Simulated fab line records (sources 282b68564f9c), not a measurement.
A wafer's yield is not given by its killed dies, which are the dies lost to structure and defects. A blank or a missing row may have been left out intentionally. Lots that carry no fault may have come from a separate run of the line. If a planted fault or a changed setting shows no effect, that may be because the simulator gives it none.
Code-filled problem report in 8D (eight disciplines) form | flow ritCmos | the parts of the form that need people (team, actions taken, sign-off) are left out

== 1. WHAT WENT WRONG ==
At RIT_M1_PROBE_99, killedAtFrontEnd averages 26.8 over 6 wafers from 2 lots, while fault-free wafers read 6.9, standard deviation 2.8. Relative to the usual mean, that is a shift of +7.1 standard deviations.
The first sign was on wafer L802.2 at day 6 19:23, on prober-01. Wafers with a number at this step in the record: 18, from 6 lots. The rule behind "out" and "out of limits": a value lying over 4 standard deviations away from the usual mean. All remaining wafers that have a number are taken as sound.

== 2. WHAT IT IS, WHAT IT ISN'T ==
question                    | is                           | is not
which readings at this step | killedAtFrontEnd, killedDies | killed_at_M0_to_M3, killedOpen
which lots                  | L802, L804                   | L789, L793, L796, L807
which wafers of those lots  | all that have a number       | -
read on which tools         | prober-01                    | prober-02
when                        | from day 6 19:23             | up to then (9 sound wafers); but 3 sound wafers of L807 came after

== 3. SUSPECTS, AND WHAT RULES EACH OUT ==
Counting: any tool at a process step up to the reading is kept as a suspect provided that every lot that is out went through it and no sound lot did after the first of them.
- rieDiel-02 at RIT_SPACER_ETCHBACK_05 (etches Si3N4 in SF6/CHF3, stops on SiO2, target depth 250 nm, time 240 s): kept. All lots that are out passed through it, beginning with L802 at day 6 08:01, and no sound lot followed; its final sound lot before that point was L796 at day 5 02:10.
- rieDiel-02 at RIT_CONTACT_ETCH_11 (etches SiO2 in CHF3/CF4/Ar, stops on TiSi2, target depth 480 nm, time 320 s): ruled out as a lasting fault. Sound lots L807 ran on it after its first lot that is out, L802 (day 6 14:17).
- prober-01 at RIT_M1_PROBE_99: ruled out as a lasting fault. Sound lots L807 ran on it after its first lot that is out, L802 (day 6 19:23).
Left after counting: rieDiel-02 at RIT_SPACER_ETCHBACK_05.

== 4. THE CAUSE (what the simulator had put in) ==
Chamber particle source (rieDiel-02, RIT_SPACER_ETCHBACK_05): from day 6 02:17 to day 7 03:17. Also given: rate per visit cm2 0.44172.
Counting left only this tool.

== 5. THE CHAIN OF EFFECTS, in route order ==
One row per reading whose mean, taken over the struck wafers that have a number, lies over 3 standard deviations from the usual. Only readings for which the record gives a usual standard deviation are gone through. hours: the time from each lot's start at the first step in this table that gives one to its start at this step, as a median over the lots. sigmas: the change in usual standard deviations.
hours | step            | reading          | usual | on struck wafers | change | sigmas
0     | RIT_M1_PROBE_99 | killedAtFrontEnd | 6.9   | 26.8             | +19.9  | +7.1
0     | RIT_M1_PROBE_99 | killedDies       | 7.1   | 27.0             | +19.9  | +7.1
0     | RIT_M1_PROBE_99 | killedOnRim      | 1.8   | 6.3              | +4.5   | +3.5
The process steps in it:
- RIT_M1_PROBE_99

== 6. WHAT WOULD HAVE CAUGHT IT SOONER ==
In this record no reading fell out of limits until day 6 19:23, 17 hours after the fault had begun at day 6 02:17.
An alarm limit of 4 standard deviations would not have fired on the tool readings at RIT_SPACER_ETCHBACK_05 for which the record gives a usual standard deviation, since none of them was out on any struck wafer.
By day 6 19:23, every lot that is out (2) had started RIT_SPACER_ETCHBACK_05 on rieDiel-02. A hold on the tool at that time would have spared none of them.
